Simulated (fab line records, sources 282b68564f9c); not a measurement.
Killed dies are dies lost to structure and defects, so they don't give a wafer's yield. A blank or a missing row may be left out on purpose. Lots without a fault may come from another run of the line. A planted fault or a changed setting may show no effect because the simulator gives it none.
A struck lot beside a sound one | flow rit_cmos | 44 steps out of a route of 202
Sound: wafers L393.1, L393.2, L393.4. Struck: wafers L404.1, L404.5, L404.6. The cause comes at the end.
At each step with rows: each side's tool, then ch and its chambers, then its first start. Under that, the readings that differ: sound wafers | struck wafers | difference of the means | sigmas: that difference in standard deviations of wafers without a fault.
alike: readings whose means differ by less than 2 such deviations, and words and numbers that are the same on both sides. not compared: withheld readings, readings that some wafer has no value for, bounds like >300 that may hide the same value, and numbers for which the record gives no deviation and whose values overlap.
The two part at a step that has a row with sigmas, a row that says differs or no value, or rows on one side only. Numbers that don't overlap but have no deviation are shown without sigmas and don't part them. A reading that every wafer of one side lacks parts them only if that side has two wafers or more.

first, 1 step without rows for these wafers: RIT_PRETRO_IMPLANT_08.
RIT_PRETRO_STRIP_09: strips in O2, time 180 s.
  sound on plasma_asher-02 ch 0,1, day 2 15:44; struck on plasma_asher-03 ch 0,1, day 5 01:44
  alike: drypump_motor_current_A, rf_refl_power_W
  not compared: rf_hours_counter_h
RIT_PRETRO_TW_MEAS_10:
  sound on film_metro-04, day 2 15:55; struck on film_metro-02, day 5 01:55
  reading   | sound             | struck            | difference | sigmas
  PRETRO_TW | 480.8 481.0 484.0 | 475.4 479.0 475.5 | -5.3       | -2
then, 5 steps without rows for these wafers: RIT_GATE_WET_ETCH_00 (etches SiO2 in BOE, target depth 56 nm, time 60 s); RIT_GATE_CLEAN_01 (cleans in SC1, time 600 s); RIT_GATE_CLEAN_02 (cleans in dHF, time 30 s); RIT_GATE_CLEAN_03 (cleans in SC2, time 600 s); RIT_GATE_CLEAN_04 (cleans in dHF, time 60 s).
RIT_FOX2_THK_MEAS_91:
  sound on film_metro-02, day 2 16:26; struck on film_metro-03, day 5 02:23
  alike: FIELD_OXIDE_LEFT_2_THK
then, 2 steps without rows for these wafers: RIT_GATE_OXIDATION_05 (target thk 3 nm, ox time 270 s); RIT_GATE_ANNEAL_06 (time 600 s).
RIT_GATE_THK_MEAS_07:
  sound on film_metro-01, day 2 18:53; struck on film_metro-03, day 5 12:48
  reading             | sound          | struck         | difference | sigmas
  GATE_OXIDE_THK (nm) | 2.69 2.72 2.65 | 2.89 2.86 2.84 | +0.18      | +3
RIT_GATE_CVD_08: deposits poly-Si from SiH4, target thk 250 nm, time 2220 s.
  sound on lpcvd-02 ch 1, day 2 18:57; struck on lpcvd-02 ch 0, day 5 12:52
  reading                                  | sound             | struck            | difference | sigmas
  model.poly-Si_of_GATE_CVD_08.thk_nm (nm) | 250.3 251.6 248.7 | 170.4 170.2 169.2 | -80.3      |
  alike: sih4_flow_sccm, spike_tc_source_C
RIT_GATE_THK_MEAS_09:
  sound on film_metro-01, day 2 20:34; struck on film_metro-01, day 5 14:29
  reading            | sound             | struck            | difference | sigmas
  GATE_POLY_THK (nm) | 250.1 251.6 248.5 | 170.3 170.2 169.2 | -80.2      | -36
then, 6 steps without rows for these wafers: RIT_GATE_HMDS_10 (prime time 60 s); RIT_GATE_COAT_11 (resist thk 850 nm); RIT_GATE_SOFTBAKE_12 (time 60 s); RIT_GATE_EXPOSE_13 (exposes mask M6, target cd 150 nm); RIT_GATE_PEB_14; RIT_GATE_DEVELOP_15 (develop time 51.85 s).
RIT_GATE_CD_MEAS_16: target cd 150 nm.
  sound on cd_sem-02, day 2 21:36; struck on cd_sem-02, day 5 15:31
  reading    | sound             | struck            | difference | sigmas
  cd_nm (nm) | 151.4 153.9 153.8 | 143.5 145.1 145.5 | -8.3       | -3
RIT_GATE_OVL_MEAS_17:
  sound on overlay-02, day 2 21:43; struck on overlay-01, day 5 15:38
  alike: GATE_OVL
then, 1 step without rows for these wafers: RIT_GATE_HARDBAKE_18 (time 60 s).
RIT_GATE_ETCH_19: etches poly-Si in SF6/CHF3/O2, stops on SiO2, time 165 s, target depth 312.5 nm.
  sound on rie_si-02 ch 0,2,3, day 2 21:55; struck on rie_si-01 ch 0,2,3, day 5 15:49
  reading                          | sound             | struck            | difference | sigmas
  oes_product_au (a.u.)            | 0.841 0.865 0.835 | 0.661 0.641 0.667 | -0.191     | -14
  model.etch.depth_nm (nm)         | 250.3 251.6 248.7 | 170.4 170.2 169.2 | -80.3      |
  model.GATE.feature_depth_nm (nm) | 250.3 251.6 248.7 | 170.4 170.2 169.2 | -80.3      |
  alike: drypump_motor_current_A, throttle_valve_pct
  not compared: rf_hours_counter_h
RIT_GATE_STRIP_20: strips in O2, time 180 s.
  sound on plasma_asher-02 ch 0,1, day 2 22:01; struck on plasma_asher-04 ch 0,1, day 5 15:55
  alike: drypump_motor_current_A, rf_refl_power_W
  not compared: rf_hours_counter_h
RIT_GATE_CD_MEAS_90: target cd 150 nm.
  sound on cd_sem-02, day 2 22:11; struck on cd_sem-02, day 5 16:06
  reading    | sound             | struck            | difference | sigmas
  cd_nm (nm) | 151.5 153.8 154.3 | 143.9 145.3 145.5 | -8.3       | -3
then, 4 steps without rows for these wafers: RIT_REOX_CLEAN_00 (cleans in SC1, time 600 s); RIT_REOX_CLEAN_01 (cleans in dHF, time 30 s); RIT_REOX_CLEAN_02 (cleans in SC2, time 600 s); RIT_REOX_OXIDATION_03 (target thk 25.2 nm, ox time 5580 s).
RIT_REOX_THK_MEAS_04:
  sound on film_metro-03, day 3 03:01; struck on film_metro-01, day 5 22:34
  alike: REOX_OXIDE_THK
then, 6 steps without rows for these wafers: RIT_NLDD_HMDS_00 (prime time 60 s); RIT_NLDD_COAT_01 (resist thk 1000 nm); RIT_NLDD_SOFTBAKE_02 (time 60 s); RIT_NLDD_EXPOSE_03 (exposes mask M7, target cd 40700 nm); RIT_NLDD_PEB_04; RIT_NLDD_DEVELOP_05 (develop time 50 s).
RIT_NLDD_OVL_MEAS_06:
  sound on overlay-01, day 3 04:01; struck on overlay-01, day 5 23:36
  alike: NLDD_OVL
then, 2 steps without rows for these wafers: RIT_NLDD_HARDBAKE_07 (time 60 s); RIT_NLDD_IMPLANT_08.
RIT_NLDD_STRIP_09: strips in O2, time 180 s.
  sound on plasma_asher-04 ch 0,1, day 3 04:21; struck on plasma_asher-01 ch 0,1, day 5 23:56
  alike: drypump_motor_current_A, rf_refl_power_W
  not compared: rf_hours_counter_h
RIT_NLDD_TW_MEAS_10:
  sound on film_metro-04, day 3 04:31; struck on film_metro-04, day 6 00:07
  reading | sound          | struck         | difference | sigmas
  NLDD_TW | 2498 2495 2522 | 2538 2542 2531 | +32        | +2
RIT_SDANNEAL_CLEAN_02: cleans in SC2, time 600 s.
  sound on wet_bench-04 ch 3, day 3 12:23; struck on wet_bench-01 ch 0, day 6 07:32
  reading                                  | sound             | struck            | difference | sigmas
  model.poly-Si_of_GATE_CVD_08.thk_nm (nm) | 163.7 166.4 160.6 | 83.99 83.47 81.85 | -80.46     |
RIT_M1_PROBE_99:
  sound on prober-02, day 3 20:21; struck on prober-01, day 6 15:11
  alike: killed_at_contacts, killed_at_front_end, killed_dies, killed_open, killed_short

WHERE THEY PART
First at RIT_PRETRO_TW_MEAS_10; last, within this record, at RIT_NLDD_TW_MEAS_10. Later steps at which nothing parts them and some readings are alike: RIT_M1_PROBE_99.

WHY: what the simulator had put in
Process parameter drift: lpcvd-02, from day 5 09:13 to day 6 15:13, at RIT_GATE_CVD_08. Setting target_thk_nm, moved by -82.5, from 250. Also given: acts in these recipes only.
